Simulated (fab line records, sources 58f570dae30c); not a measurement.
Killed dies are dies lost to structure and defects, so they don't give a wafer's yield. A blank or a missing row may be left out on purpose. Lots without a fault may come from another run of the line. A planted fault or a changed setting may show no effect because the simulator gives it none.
fab line records | flow berkeley_cmos170
record lots=5 wafers=15 last_day=10
route steps=331 shown GATE@132 PLDD@145 NLDD@158
lots that met no fault: from a run of the same line without faults
start_h: hours from the record's first day to the start of the lot's first wafer shown | wait_h: hours since the lot's step before | " the same as in the row above | L1.1+2: a row that stands for several wafers | - no value, or no start given | * or withheld: withheld | < > ~ a bound
route shown NAME@n: a module of which the file shows steps, and the number in the route of the first | usual: mean/standard deviation of fault-free wafers | same: alike in all rows | chamber/n: place in a boat | sites: the reading at each site | _std_site: their standard deviation | _edge_site: outer sites' mean less inner sites' | radius_mm: how far each site lies from the wafer's centre | mask NAME#n: copy n | behind: the tool/chamber that last shaped the wafer | hold: why the lot was held/for how many hours/how that ended | device: the transistor (n, p or np) that didn't switch | end of line: the same wafers' tests at the end of the route | a step without rows: its recipe alone | killed: dies lost to structure and defects at the first sort, not the wafer's yield | map: a wafer's dies, x killed, . not, _ none there
set.NAME: the setting as run; set.NAME@STEP: as run at that earlier step | model.NAME: the simulator's own value behind a step, which no gauge read
lots at some steps of the route; a table a step, a row a wafer
services: from which hour (start_h, from the record's first day; less than 0 if before it) a tool's chamber was out of use, for how many hours, and why
## steps
# step UCB170_GATE_COAT_06
# recipe resist=BARC temp_c=withheld time_s=withheld spin_rpm=3000 resist_thk_nm=withheld
# usual resist_line_temp_C=*
# columns lot.wafer tool chamber start_h wait_h resist_line_temp_C
L074.2 litho_track-02 0 130.84 0.1 *
L074.4 " 0 " " *
L074.6 " 0 " " *
L078.1 litho_track-01 0 142.01 0.1 *
L078.3 " 0 " " *
L078.4 " 0 " " *
L082.1 litho_track-02 0 157.35 0.5 *
L082.4 " 0 " " *
L082.5 " 0 " " *
L089.3 litho_track-03 0 196.76 0.1 *
L089.4 " 0 " " *
L089.5 " 0 " " *
L090.1 litho_track-01 0 197.21 0.5 *
L090.2 " 0 " " *
L090.4 " 0 " " *
# step UCB170_GATE_COAT_07
# recipe resist=KrF spin_rpm=1529 resist_thk_nm=900
# usual resist_line_temp_C=23.00/0.11
# columns lot.wafer tool chamber start_h wait_h resist_line_temp_C
L074.2 litho_track-02 0 - - 22.99
L074.4 " 0 " " 23.03
L074.6 " 0 " " 23.06
L078.1 litho_track-01 0 - - 22.75
L078.3 " 0 " " 22.88
L078.4 " 0 " " 22.85
L082.1 litho_track-02 0 - - 23.01
L082.4 " 0 " " 23.02
L082.5 " 0 " " 23.02
L089.3 litho_track-03 0 - - 22.91
L089.4 " 0 " " 22.94
L089.5 " 0 " " 22.97
L090.1 litho_track-01 0 - - 23.16
L090.2 " 0 " " 23.24
L090.4 " 0 " " 23.24
# step UCB170_GATE_SOFTBAKE_08
# recipe resist=KrF temp_c=130 time_s=60
# usual plate_temp_C=130.03/0.14 resist_line_temp_C=22.98/0.11
# same time_s=60
# columns lot.wafer tool chamber start_h wait_h plate_temp_C resist_line_temp_C
L074.2 litho_track-02 0 - - 130.06 22.85
L074.4 " 0 " " 129.94 23.07
L074.6 " 0 " " 129.79 22.97
L078.1 litho_track-01 0 - - 130.22 23.11
L078.3 " 0 " " 130.10 23.05
L078.4 " 0 " " 129.97 23.17
L082.1 litho_track-02 0 - - 130.09 22.89
L082.4 " 0 " " 129.99 22.91
L082.5 " 0 " " 130.08 22.97
L089.3 litho_track-03 0 - - 129.89 22.96
L089.4 " 0 " " 130.02 22.87
L089.5 " 0 " " 129.74 22.90
L090.1 litho_track-01 0 - - 129.89 22.81
L090.2 " 0 " " 129.93 22.93
L090.4 " 0 " " 129.89 23.07
# step UCB170_GATE_EXPOSE_09
# recipe mask_id=POLY target_cd_nm=350 na=0.5 sigma_outer=0.6 source_shape=conventional dose_mj=21
# columns lot.wafer tool chamber start_h wait_h mask
L074.2+4+6 krf_scanner-02 0 131.41 - POLY#0
L078.1+3+4 krf_scanner-02 0 142.58 - POLY#0
L082.1+4+5 krf_scanner-01 0 157.80 - POLY#0
L089.3+4+5 krf_scanner-01 0 197.20 - POLY#0
L090.1+2+4 krf_scanner-02 0 198.09 - POLY#0
# step UCB170_GATE_PEB_10
# recipe peb_temp_c=130 peb_time_s=withheld resist=KrF
# usual plate_temp_C=129.97/0.14 resist_line_temp_C=22.98/0.12
# columns lot.wafer tool chamber start_h wait_h plate_temp_C resist_line_temp_C
L074.2 litho_track-01 0 131.55 0.1 130.15 23.07
L074.4 " 0 " " 129.97 22.99
L074.6 " 0 " " 130.11 23.19
L078.1 litho_track-02 0 143.13 0.5 129.85 22.91
L078.3 " 0 " " 130.17 22.88
L078.4 " 0 " " 129.90 22.76
L082.1 litho_track-01 0 158.01 0.2 130.09 23.02
L082.4 " 0 " " 130.15 23.02
L082.5 " 0 " " 130.16 22.97
L089.3 litho_track-02 0 197.38 0.2 130.17 22.85
L089.4 " 0 " " 129.99 23.07
L089.5 " 0 " " 130.11 22.82
L090.1 litho_track-02 0 198.60 0.5 130.04 23.04
L090.2 " 0 " " 129.85 22.92
L090.4 " 0 " " 130.00 23.25
# step UCB170_GATE_DEVELOP_11
# recipe developer=TMAH develop_time_s=45 resist=KrF dev_temp_c=21
# usual resist_line_temp_C=22.99/0.11
# columns lot.wafer tool chamber start_h wait_h resist_line_temp_C
L074.2 litho_track-01 0 - - 23.07
L074.4 " 0 " " 22.94
L074.6 " 0 " " 23.03
L078.1 litho_track-02 0 - - 23.01
L078.3 " 0 " " 23.05
L078.4 " 0 " " 23.09
L082.1 litho_track-01 0 - - 22.87
L082.4 " 0 " " 22.81
L082.5 " 0 " " 23.03
L089.3 litho_track-02 0 - - 22.99
L089.4 " 0 " " 23.01
L089.5 " 0 " " 22.85
L090.1 litho_track-02 0 - - 23.04
L090.2 " 0 " " 22.81
L090.4 " 0 " " 23.18
# step UCB170_GATE_CD_MEAS_12
# recipe target_cd_nm=350
# usual cd_nm=349.0/1.2
# columns lot.wafer tool chamber start_h wait_h cd_nm
L074.2 cd_sem-01 - 131.82 - 349.2
L074.4 " - " " 351.3
L074.6 " - " " 349.2
L078.1 cd_sem-01 - 143.40 - 349.8
L078.3 " - " " 349.0
L078.4 " - " " 349.8
L082.1 cd_sem-01 - 158.29 - 350.7
L082.4 " - " " 353.0
L082.5 " - " " 350.4
L089.3 cd_sem-01 - 197.64 - 349.2
L089.4 " - " " 350.0
L089.5 " - " " 348.0
L090.1 cd_sem-02 - 198.88 - 348.4
L090.2 " - " " 349.0
L090.4 " - " " 350.1
# step UCB170_GATE_OVL_MEAS_13
# usual GATE_OVL=-2/5.9
# columns lot.wafer tool chamber start_h wait_h GATE_OVL[nm]
L074.2 overlay-02 - 131.92 0.1 -2
L074.4 " - " " -2
L074.6 " - " " -1
L078.1 overlay-01 - 143.52 0.1 6
L078.3 " - " " 0
L078.4 " - " " 3
L082.1 overlay-01 - 158.41 0.1 -2
L082.4 " - " " -9
L082.5 " - " " 1
L089.3 overlay-01 - 197.73 0.1 -4
L089.4 " - " " 2
L089.5 " - " " -2
L090.1 overlay-01 - 199.00 0.1 2
L090.2 " - " " 1
L090.4 " - " " 2
# step UCB170_GATE_ETCH_14
# recipe chemistry=N2/H2 target_depth_a=withheld overetch_a=withheld target=BARC time_s=withheld source_w=500 bias_w=100 pressure_mtorr=30 n2_flow_sccm=100 h2_flow_sccm=200
# usual bias_w=99.9/0.34 drypump_motor_current_A=6.0/0.58 n2_flow_sccm=100.0/0.31 oes_product_au=1.003/0.027 throttle_valve_pct=13.28/0.17
# columns lot.wafer tool chamber start_h wait_h bias_w drypump_motor_current_A n2_flow_sccm oes_product_au throttle_valve_pct
L074.2 rie_diel-01 1 131.95 0.0 100.0 5.0 99.8 1.008 13.35
L074.4 " 2 " " 100.0 6.0 100.0 0.960 13.30
L074.6 " 0 " " 100.2 5.5 99.5 0.995 13.12
L078.1 rie_diel-01 3 143.56 0.0 99.5 5.1 100.2 1.008 13.32
L078.3 " 1 " " 100.5 5.1 99.6 1.005 13.34
L078.4 " 2 " " 100.1 6.0 100.8 0.957 13.29
L082.1 rie_diel-02 3 158.44 0.0 100.0 6.4 100.3 0.984 13.57
L082.4 " 2 " " 100.3 6.5 99.9 1.005 13.20
L082.5 " 2 " " 100.0 6.5 100.2 1.010 13.20
L089.3 rie_diel-01 2 197.76 0.0 99.7 6.1 100.1 0.961 13.29
L089.4 " 0 " " 99.8 5.5 100.1 1.007 13.11
L089.5 " 3 " " 99.7 5.1 100.4 1.007 13.30
L090.1 rie_diel-04 3 199.03 0.0 99.8 6.7 99.9 1.018 13.28
L090.2 " 1 " " 99.9 5.6 99.5 0.973 13.17
L090.4 " 2 " " 99.7 6.7 100.3 1.045 13.57
# step UCB170_GATE_ETCH_15
# recipe chemistry=HBr/Cl2 target=poly-Si stop_on=SiO2 over_etch_frac=0.3 icp_w=300 bias_w=150 time_s=56.3 pressure_mtorr=15 HBr_flow_sccm=150 Cl2_flow_sccm=50 target_depth_a=2782
# usual bias_w=150.1/0.44 drypump_motor_current_A=5.9/0.55 oes_product_au=0.831/0.0084 throttle_valve_pct=26.54/0.2
# same time_s=56.3
# columns lot.wafer tool chamber start_h wait_h bias_w drypump_motor_current_A oes_product_au rf_hours_counter_h throttle_valve_pct
L074.2 rie_si-02 0 132.00 - 149.1 6.5 0.844 58 26.07
L074.4 " 3 " " 150.0 6.4 0.824 59 26.49
L074.6 " 2 " " 150.1 6.5 0.832 - 26.83
L078.1 rie_si-01 0 143.60 - 149.6 5.2 0.839 21 26.58
L078.3 " 1 " " 149.5 6.4 0.838 96 26.63
L078.4 " 3 " " 150.4 5.0 0.830 2 26.54
L082.1 rie_si-01 0 158.49 - 149.6 5.1 0.839 21 26.56
L082.4 " 2 " " 149.9 5.9 0.825 0 26.49
L082.5 " 0 " " 150.5 5.1 0.837 - 26.57
L089.3 rie_si-01 2 197.80 - 148.9 5.9 0.822 0 26.48
L089.4 " 0 " " 150.1 5.2 0.839 21 26.57
L089.5 " 1 " " 149.8 6.3 0.830 - 26.62
L090.1 rie_si-01 2 199.07 - 150.2 5.9 0.824 0 26.50
L090.2 " 3 " " 149.8 5.0 0.824 2 26.54
L090.4 " 1 " " 150.0 6.4 0.815 96 26.63
# step UCB170_GATE_STRIP_16
# recipe chemistry=O2 power_w=400 pressure_mtorr=3500 platen_temp_c=withheld o2_flow_sccm=400 overash_fraction=0.5
# usual drypump_motor_current_A=5.5/0.38 oes_product_au=0.724/0.0047
# columns lot.wafer tool chamber start_h wait_h drypump_motor_current_A oes_product_au rf_hours_counter_h
L074.2 plasma_asher-02 0 132.04 0.0 5.7 0.723 41
L074.4 " 0 " " 5.7 0.727 -
L074.6 " 0 " " 5.7 0.729 -
L078.1 plasma_asher-02 1 143.65 0.0 5.6 0.722 42
L078.3 " 0 " " 5.7 0.720 -
L078.4 " 1 " " 5.6 0.721 -
L082.1 plasma_asher-04 0 158.53 0.0 4.8 0.730 47
L082.4 " 0 " " 4.8 0.719 -
L082.5 " 0 " " 4.8 0.720 -
L089.3 plasma_asher-04 1 197.88 0.1 5.9 0.723 -
L089.4 " 0 " " 4.8 0.728 -
L089.5 " 0 " " 4.8 0.725 -
L090.1 plasma_asher-03 1 199.12 0.0 5.7 0.718 39
L090.2 " 0 " " 4.8 0.721 39
L090.4 " 1 " " 5.7 0.724 -
# step UCB170_GATE_CD_MEAS_90
# recipe target_cd_nm=350
# usual cd_nm=349.2/1.4
# columns lot.wafer tool chamber start_h wait_h cd_nm
L074.2 cd_sem-02 - 132.16 0.1 349.1
L074.4 " - " " 352.1
L074.6 " - " " 350.7
L078.1 cd_sem-01 - 143.75 0.1 349.8
L078.3 " - " " 348.7
L078.4 " - " " 349.3
L082.1 cd_sem-02 - 158.63 0.1 350.9
L082.4 " - " " 353.1
L082.5 " - " " 350.2
L089.3 cd_sem-01 - 197.99 0.1 349.6
L089.4 " - " " 351.7
L089.5 " - " " 348.7
L090.1 cd_sem-01 - 199.22 0.1 348.5
L090.2 " - " " 348.0
L090.4 " - " " 351.3
# step UCB170_GATE_CLEAN_17
# recipe chemistry=SPM temp_c=120 time_s=600
# usual bath_heat_duty_pct=14.2/1.9
# same time_s=600
# columns lot.wafer tool chamber start_h wait_h bath_heat_duty_pct
L074.2 wet_bench-03 1 132.26 0.1 11.8
L074.4 " 1 " " 12.2
L074.6 " 1 " " 11.2
L078.1 wet_bench-02 0 143.87 0.1 18.0
L078.3 " 0 " " 16.5
L078.4 " 0 " " 17.2
L082.1 wet_bench-03 0 158.75 0.1 12.9
L082.4 " 0 " " 14.3
L082.5 " 0 " " 13.0
L089.3 wet_bench-02 3 198.07 0.1 13.1
L089.4 " 3 " " 12.8
L089.5 " 3 " " 13.2
L090.1 wet_bench-02 0 199.34 0.1 17.2
L090.2 " 0 " " 16.8
L090.4 " 0 " " 17.7
# step UCB170_PLDD_HMDS_00
# recipe prime_time_s=60 prime_temp_c=100
# usual resist_line_temp_C=23.00/0.091
# columns lot.wafer tool chamber start_h wait_h resist_line_temp_C
L074.2 litho_track-04 0 132.46 0.0 22.89
L074.4 " 0 " " 22.98
L074.6 " 0 " " 23.05
L078.1 litho_track-04 0 144.22 0.0 22.87
L078.3 " 0 " " 23.03
L078.4 " 0 " " 22.83
L082.1 litho_track-01 0 159.29 0.4 23.03
L082.4 " 0 " " 23.10
L082.5 " 0 " " 23.10
L089.3 litho_track-04 0 198.44 0.2 22.84
L089.4 " 0 " " 22.97
L089.5 " 0 " " 23.00
L090.1 litho_track-04 0 199.56 0.0 23.07
L090.2 " 0 " " 23.07
L090.4 " 0 " " 23.05
# step UCB170_PLDD_COAT_01
# recipe resist=KrF spin_rpm=1500 resist_thk_nm=900
# usual resist_line_temp_C=23.02/0.12
# columns lot.wafer tool chamber start_h wait_h resist_line_temp_C
L074.2 litho_track-04 0 132.61 0.1 23.00
L074.4 " 0 " " 22.97
L074.6 " 0 " " 23.06
L078.1 litho_track-04 0 144.37 0.1 22.96
L078.3 " 0 " " 23.04
L078.4 " 0 " " 22.98
L082.1 litho_track-01 0 159.44 0.1 22.97
L082.4 " 0 " " 22.99
L082.5 " 0 " " 22.86
L089.3 litho_track-04 0 198.59 0.1 22.78
L089.4 " 0 " " 22.78
L089.5 " 0 " " 22.97
L090.1 litho_track-04 0 199.71 0.1 23.24
L090.2 " 0 " " 23.08
L090.4 " 0 " " 23.07
# step UCB170_PLDD_SOFTBAKE_02
# recipe resist=KrF temp_c=130 time_s=60
# usual plate_temp_C=130.00/0.13 resist_line_temp_C=22.98/0.11
# same time_s=60
# columns lot.wafer tool chamber start_h wait_h plate_temp_C resist_line_temp_C
L074.2 litho_track-04 0 132.76 0.1 129.95 22.96
L074.4 " 0 " " 130.06 22.97
L074.6 " 0 " " 130.04 22.90
L078.1 litho_track-04 0 144.52 0.1 130.03 22.92
L078.3 " 0 " " 129.90 22.77
L078.4 " 0 " " 130.12 22.96
L082.1 litho_track-01 0 159.59 0.1 130.03 22.97
L082.4 " 0 " " 130.15 22.98
L082.5 " 0 " " 130.03 23.00
L089.3 litho_track-04 0 198.74 0.1 129.84 22.97
L089.4 " 0 " " 130.12 23.15
L089.5 " 0 " " 129.88 23.13
L090.1 litho_track-04 0 199.86 0.1 129.97 22.89
L090.2 " 0 " " 129.91 23.03
L090.4 " 0 " " 129.83 23.01
# step UCB170_PLDD_EXPOSE_03
# recipe mask_id=PSELECT na=0.5 sigma_outer=0.6 source_shape=conventional target_cd_nm=1200 dose_mj=30
# columns lot.wafer tool chamber start_h wait_h mask
L074.2+4+6 krf_scanner-02 0 132.91 0.1 PSELECT#0
L078.1+3+4 krf_scanner-01 0 144.67 0.1 PSELECT#0
L082.1+4+5 krf_scanner-02 0 159.74 0.1 PSELECT#0
L089.3+4+5 krf_scanner-01 0 198.88 0.1 PSELECT#0
L090.1+2+4 krf_scanner-01 0 200.17 0.3 PSELECT#0
# step UCB170_PLDD_PEB_04
# recipe peb_temp_c=130 peb_time_s=withheld resist=KrF
# usual plate_temp_C=130.02/0.14 resist_line_temp_C=23.01/0.1
# columns lot.wafer tool chamber start_h wait_h plate_temp_C resist_line_temp_C
L074.2 litho_track-02 0 133.03 0.1 130.10 23.06
L074.4 " 0 " " 130.08 23.12
L074.6 " 0 " " 130.18 23.12
L078.1 litho_track-04 0 145.12 0.4 130.17 23.02
L078.3 " 0 " " 129.84 22.95
L078.4 " 0 " " 129.77 22.91
L082.1 litho_track-04 0 159.99 0.2 129.88 23.00
L082.4 " 0 " " 129.85 23.04
L082.5 " 0 " " 130.22 22.97
L089.3 litho_track-01 0 199.16 0.3 130.05 23.20
L089.4 " 0 " " 129.91 23.11
L089.5 " 0 " " 130.03 23.26
L090.1 litho_track-01 0 200.29 0.1 129.87 22.92
L090.2 " 0 " " 129.89 22.77
L090.4 " 0 " " 129.89 22.85
# step UCB170_PLDD_DEVELOP_05
# recipe developer=TMAH develop_time_s=45 resist=KrF dev_temp_c=21
# usual resist_line_temp_C=23.00/0.1
# columns lot.wafer tool chamber start_h wait_h resist_line_temp_C
L074.2 litho_track-02 0 - - 23.05
L074.4 " 0 " " 23.13
L074.6 " 0 " " 23.12
L078.1 litho_track-04 0 - - 23.00
L078.3 " 0 " " 23.13
L078.4 " 0 " " 23.05
L082.1 litho_track-04 0 - - 23.00
L082.4 " 0 " " 22.80
L082.5 " 0 " " 22.96
L089.3 litho_track-01 0 - - 22.92
L089.4 " 0 " " 22.89
L089.5 " 0 " " 22.92
L090.1 litho_track-01 0 - - 22.93
L090.2 " 0 " " 22.89
L090.4 " 0 " " 23.13
# step UCB170_PLDD_CD_MEAS_06
# recipe target_cd_nm=1200
# usual cd_nm=1200.1/1.2
# columns lot.wafer tool chamber start_h wait_h cd_nm
L074.2 cd_sem-02 - 133.30 - 1198.5
L074.4 " - " " 1197.9
L074.6 " - " " 1196.9
L078.1 cd_sem-02 - 145.42 - 1200.2
L078.3 " - " " 1200.8
L078.4 " - " " 1198.5
L082.1 cd_sem-01 - 160.30 - 1200.4
L082.4 " - " " 1200.9
L082.5 " - " " 1200.8
L089.3 cd_sem-02 - 199.42 - 1199.7
L089.4 " - " " 1200.0
L089.5 " - " " 1200.8
L090.1 cd_sem-02 - 200.56 - 1199.4
L090.2 " - " " 1199.5
L090.4 " - " " 1199.3
# step UCB170_PLDD_OVL_MEAS_07
# usual PLDD_OVL=4/6.2
# columns lot.wafer tool chamber start_h wait_h PLDD_OVL[nm]
L074.2 overlay-02 - 133.41 0.1 -5
L074.4 " - " " 0
L074.6 " - " " 2
L078.1 overlay-01 - 145.54 0.1 5
L078.3 " - " " -3
L078.4 " - " " 10
L082.1 overlay-02 - 160.42 0.1 0
L082.4 " - " " 7
L082.5 " - " " 5
L089.3 overlay-02 - 199.52 0.1 11
L089.4 " - " " 6
L089.5 " - " " 5
L090.1 overlay-02 - 200.68 0.1 5
L090.2 " - " " 13
L090.4 " - " " 16
# step UCB170_PLDD_IMPLANT_08
# recipe species=BF2 dose_cm2=5e+13 energy_kev=10 tilt_deg=7 rotation_deg=0
# usual beam_on_s=10.15/0.28 dose_ions_cm2=5e+13/4.6e+10
# columns lot.wafer tool chamber start_h wait_h beam_on_s dose_ions_cm2
L074.2 implanter-04 0 133.46 0.0 10.15 4.999e+13
L074.4 " 0 " " 10.59 5.003e+13
L074.6 " 0 " " 10.19 5.005e+13
L078.1 implanter-01 0 145.58 0.0 9.94 4.995e+13
L078.3 " 0 " " 9.89 5.001e+13
L078.4 " 0 " " 9.85 4.993e+13
L082.1 implanter-03 0 160.45 0.0 9.66 5.004e+13
L082.4 " 0 " " 10.09 5e+13
L082.5 " 0 " " 9.96 4.999e+13
L089.3 implanter-03 0 199.59 0.1 9.91 4.995e+13
L089.4 " 0 " " 10.20 5.005e+13
L089.5 " 0 " " 10.04 5.008e+13
L090.1 implanter-01 0 200.72 0.0 10.25 5.005e+13
L090.2 " 0 " " 10.30 4.997e+13
L090.4 " 0 " " 9.65 4.996e+13
# step UCB170_PLDD_IMPLANT_09
# recipe species=BF2 dose_cm2=5e+13 energy_kev=10 tilt_deg=7 rotation_deg=180
# usual beam_on_s=10.15/0.29 dose_ions_cm2=5e+13/5.4e+10
# columns lot.wafer tool chamber start_h wait_h beam_on_s dose_ions_cm2
L074.2 implanter-04 0 133.61 0.1 10.56 5e+13
L074.4 " 0 " " 10.35 5.001e+13
L074.6 " 0 " " 10.71 5.005e+13
L078.1 implanter-01 0 145.73 0.1 10.07 5.005e+13
L078.3 " 0 " " 9.95 4.998e+13
L078.4 " 0 " " 10.28 4.992e+13
L082.1 implanter-03 0 160.60 0.1 9.95 5.002e+13
L082.4 " 0 " " 10.01 5.002e+13
L082.5 " 0 " " 9.89 4.999e+13
L089.3 implanter-03 0 199.74 0.1 10.38 4.992e+13
L089.4 " 0 " " 9.82 4.999e+13
L089.5 " 0 " " 9.95 4.989e+13
L090.1 implanter-01 0 200.87 0.1 10.44 5.001e+13
L090.2 " 0 " " 10.16 4.999e+13
L090.4 " 0 " " 9.66 5.003e+13
# step UCB170_PLDD_STRIP_10
# recipe chemistry=O2 power_w=400 pressure_mtorr=3500 platen_temp_c=withheld o2_flow_sccm=400 overash_fraction=0.5
# usual drypump_motor_current_A=5.5/0.53 oes_product_au=0.734/0.005 strip_time_to_endpoint_s=21.66/0.063
# columns lot.wafer tool chamber start_h wait_h drypump_motor_current_A oes_product_au rf_hours_counter_h strip_time_to_endpoint_s
L074.2 plasma_asher-01 0 133.74 0.1 5.5 0.738 2 21.72
L074.4 " 1 " " 6.3 0.733 - 21.66
L074.6 " 0 " " 5.5 0.734 - 21.75
L078.1 plasma_asher-04 1 145.88 0.1 5.9 0.736 45 21.64
L078.3 " 0 " " 4.8 0.734 - 21.65
L078.4 " 1 " " 5.9 0.734 - 21.68
L082.1 plasma_asher-03 1 160.75 0.1 5.6 0.738 35 21.63
L082.4 " 0 " " 4.9 0.734 - 21.58
L082.5 " 1 " " 5.6 0.735 - 21.65
L089.3 plasma_asher-04 0 199.87 0.1 4.8 0.727 - 21.71
L089.4 " 1 " " 5.9 0.737 - 21.70
L089.5 " 0 " " 4.8 0.732 - 21.67
L090.1 plasma_asher-03 1 201.02 0.1 5.6 0.736 39 21.55
L090.2 " 0 " " 4.9 0.725 39 21.63
L090.4 " 0 " " 4.9 0.738 - 21.65
# step UCB170_PLDD_TW_MEAS_11
# usual PLDD_TW=1011/6.9
# columns lot.wafer tool chamber start_h wait_h PLDD_TW
L074.2 film_metro-01 - 133.85 0.1 1011
L074.4 " - " " 1015
L074.6 " - " " 1014
L078.1 film_metro-04 - 146.13 0.2 1010
L078.3 " - " " 1004
L078.4 " - " " 1006
L082.1 film_metro-04 - 160.85 0.1 998
L082.4 " - " " 1004
L082.5 " - " " 1003
L089.3 film_metro-04 - 199.96 0.1 1000
L089.4 " - " " 1004
L089.5 " - " " 1003
L090.1 film_metro-02 - 201.12 0.1 1017
L090.2 " - " " 1014
L090.4 " - " " 1014
# step UCB170_PLDD_CLEAN_12
# recipe chemistry=SPM temp_c=120 time_s=600
# usual bath_heat_duty_pct=13.9/1.6
# same time_s=600
# columns lot.wafer tool chamber start_h wait_h bath_heat_duty_pct
L074.2 wet_bench-03 3 133.90 0.0 11.5
L074.4 " 3 " " 12.7
L074.6 " 3 " " 10.8
L078.1 wet_bench-02 2 146.19 0.1 13.0
L078.3 " 2 " " 12.9
L078.4 " 2 " " 12.4
L082.1 wet_bench-03 2 160.91 0.1 14.5
L082.4 " 2 " " 16.1
L082.5 " 2 " " 15.0
L089.3 wet_bench-02 3 200.00 0.0 12.9
L089.4 " 3 " " 12.4
L089.5 " 3 " " 12.6
L090.1 wet_bench-02 0 201.18 0.1 17.7
L090.2 " 0 " " 16.3
L090.4 " 0 " " 17.6
# step UCB170_NLDD_HMDS_00
# recipe prime_time_s=60 prime_temp_c=100
# usual resist_line_temp_C=22.98/0.1
# columns lot.wafer tool chamber start_h wait_h resist_line_temp_C
L074.2 litho_track-04 0 134.10 0.0 22.96
L074.4 " 0 " " 22.99
L074.6 " 0 " " 23.04
L078.1 litho_track-01 0 147.16 0.8 23.09
L078.3 " 0 " " 23.11
L078.4 " 0 " " 23.15
L082.1 litho_track-03 0 161.23 0.1 22.92
L082.4 " 0 " " 22.90
L082.5 " 0 " " 22.94
L089.3 litho_track-03 0 200.24 0.1 23.00
L089.4 " 0 " " 22.96
L089.5 " 0 " " 22.98
L090.1 litho_track-03 0 201.58 0.2 22.93
L090.2 " 0 " " 22.83
L090.4 " 0 " " 23.01
# step UCB170_NLDD_COAT_01
# recipe resist=KrF spin_rpm=1500 resist_thk_nm=900
# usual resist_line_temp_C=22.99/0.12
# columns lot.wafer tool chamber start_h wait_h resist_line_temp_C
L074.2 litho_track-04 0 134.25 0.1 22.92
L074.4 " 0 " " 22.88
L074.6 " 0 " " 22.86
L078.1 litho_track-01 0 147.31 0.1 23.28
L078.3 " 0 " " 23.22
L078.4 " 0 " " 23.02
L082.1 litho_track-03 0 161.38 0.1 22.92
L082.4 " 0 " " 23.15
L082.5 " 0 " " 22.83
L089.3 litho_track-03 0 200.39 0.1 22.96
L089.4 " 0 " " 22.92
L089.5 " 0 " " 22.97
L090.1 litho_track-03 0 201.73 0.1 23.02
L090.2 " 0 " " 22.83
L090.4 " 0 " " 22.91
# step UCB170_NLDD_SOFTBAKE_02
# recipe resist=KrF temp_c=130 time_s=60
# usual plate_temp_C=130.01/0.15 resist_line_temp_C=23.01/0.1
# same time_s=60
# columns lot.wafer tool chamber start_h wait_h plate_temp_C resist_line_temp_C
L074.2 litho_track-04 0 134.40 0.1 130.09 22.89
L074.4 " 0 " " 129.86 22.97
L074.6 " 0 " " 130.06 22.94
L078.1 litho_track-01 0 147.46 0.1 129.80 23.13
L078.3 " 0 " " 129.82 23.04
L078.4 " 0 " " 129.85 22.89
L082.1 litho_track-03 0 161.53 0.1 130.31 23.01
L082.4 " 0 " " 130.13 22.87
L082.5 " 0 " " 130.20 23.00
L089.3 litho_track-03 0 200.54 0.1 129.90 22.96
L089.4 " 0 " " 129.83 23.16
L089.5 " 0 " " 129.77 22.87
L090.1 litho_track-03 0 201.88 0.1 130.23 23.17
L090.2 " 0 " " 129.93 22.90
L090.4 " 0 " " 129.84 22.99
# step UCB170_NLDD_EXPOSE_03
# recipe mask_id=NSELECT na=0.5 sigma_outer=0.6 source_shape=conventional target_cd_nm=1200 dose_mj=30
# columns lot.wafer tool chamber start_h wait_h mask
L074.2+4+6 krf_scanner-02 0 134.54 0.1 NSELECT#0
L078.1+3+4 krf_scanner-02 0 147.73 0.2 NSELECT#0
L082.1+4+5 krf_scanner-02 0 161.81 0.2 NSELECT#0
L089.3+4+5 krf_scanner-02 0 200.68 0.1 NSELECT#0
L090.1+2+4 krf_scanner-02 0 202.03 0.1 NSELECT#0
# step UCB170_NLDD_PEB_04
# recipe peb_temp_c=130 peb_time_s=withheld resist=KrF
# usual plate_temp_C=130.03/0.14 resist_line_temp_C=23.02/0.1
# columns lot.wafer tool chamber start_h wait_h plate_temp_C resist_line_temp_C
L074.2 litho_track-01 0 134.88 0.3 130.25 23.09
L074.4 " 0 " " 130.45 23.00
L074.6 " 0 " " 130.13 23.03
L078.1 litho_track-01 0 148.51 0.8 130.15 22.97
L078.3 " 0 " " 129.89 22.97
L078.4 " 0 " " 130.10 22.76
L082.1 litho_track-03 0 162.23 0.4 130.03 22.87
L082.4 " 0 " " 129.94 22.84
L082.5 " 0 " " 130.11 23.04
L089.3 litho_track-03 0 200.81 0.1 130.20 23.05
L089.4 " 0 " " 130.33 23.14
L089.5 " 0 " " 130.33 23.06
L090.1 litho_track-04 0 202.16 0.1 130.00 22.85
L090.2 " 0 " " 130.02 22.86
L090.4 " 0 " " 130.04 23.08
# step UCB170_NLDD_DEVELOP_05
# recipe developer=TMAH develop_time_s=45 resist=KrF dev_temp_c=21
# usual resist_line_temp_C=23.01/0.1
# columns lot.wafer tool chamber start_h wait_h resist_line_temp_C
L074.2 litho_track-01 0 - - 23.11
L074.4 " 0 " " 22.98
L074.6 " 0 " " 23.19
L078.1 litho_track-01 0 - - 22.90
L078.3 " 0 " " 22.93
L078.4 " 0 " " 22.91
L082.1 litho_track-03 0 - - 22.94
L082.4 " 0 " " 23.02
L082.5 " 0 " " 22.95
L089.3 litho_track-03 0 - - 23.18
L089.4 " 0 " " 22.94
L089.5 " 0 " " 23.13
L090.1 litho_track-04 0 - - 23.09
L090.2 " 0 " " 23.17
L090.4 " 0 " " 23.03
# step UCB170_NLDD_CD_MEAS_06
# recipe target_cd_nm=1200
# usual cd_nm=1200.0/1.5
# columns lot.wafer tool chamber start_h wait_h cd_nm
L074.2 cd_sem-02 - 135.15 - 1199.2
L074.4 " - " " 1198.7
L074.6 " - " " 1197.7
L078.1 cd_sem-01 - 148.78 - 1202.0
L078.3 " - " " 1200.6
L078.4 " - " " 1200.4
L082.1 cd_sem-01 - 162.51 - 1199.0
L082.4 " - " " 1198.2
L082.5 " - " " 1197.5
L089.3 cd_sem-01 - 201.07 - 1199.7
L089.4 " - " " 1199.3
L089.5 " - " " 1199.9
L090.1 cd_sem-02 - 202.44 - 1199.1
L090.2 " - " " 1198.8
L090.4 " - " " 1198.7
## services
# columns tool chamber start_h hours kind
plasma_asher-01 - 108.75 9.0 pm
plasma_asher-01 0 108.75 9.0 vent_cycle
plasma_asher-01 1 108.75 9.0 vent_cycle
plasma_asher-03 - 109.95 6.8 repair
krf_scanner-02 - 110.59 0.3 repair
krf_scanner-01 - 114.10 0.8 pm
krf_scanner-02 - 115.66 1.1 repair
plasma_asher-01 0 117.75 - clean
plasma_asher-01 1 117.75 - clean
krf_scanner-01 0 118.46 - calibration
krf_scanner-01 - 124.83 1.3 pm
rie_diel-04 0 130.58 8.8 repair
implanter-01 - 136.88 7.2 pm
rie_si-02 2 136.97 1.0 repair
rie_si-02 - 137.46 14.9 repair
rie_diel-01 0 140.39 6.4 repair
rie_diel-02 3 141.20 - clean
rie_diel-02 3 141.20 15.4 scheduled_down
rie_diel-02 3 141.20 15.4 vent_cycle
rie_si-02 0 143.62 8.4 repair
krf_scanner-02 - 156.34 1.3 pm
rie_diel-02 0 164.85 27.0 repair
implanter-04 - 183.02 1.8 repair
rie_si-02 - 189.21 2.8 pm
## key
fault none
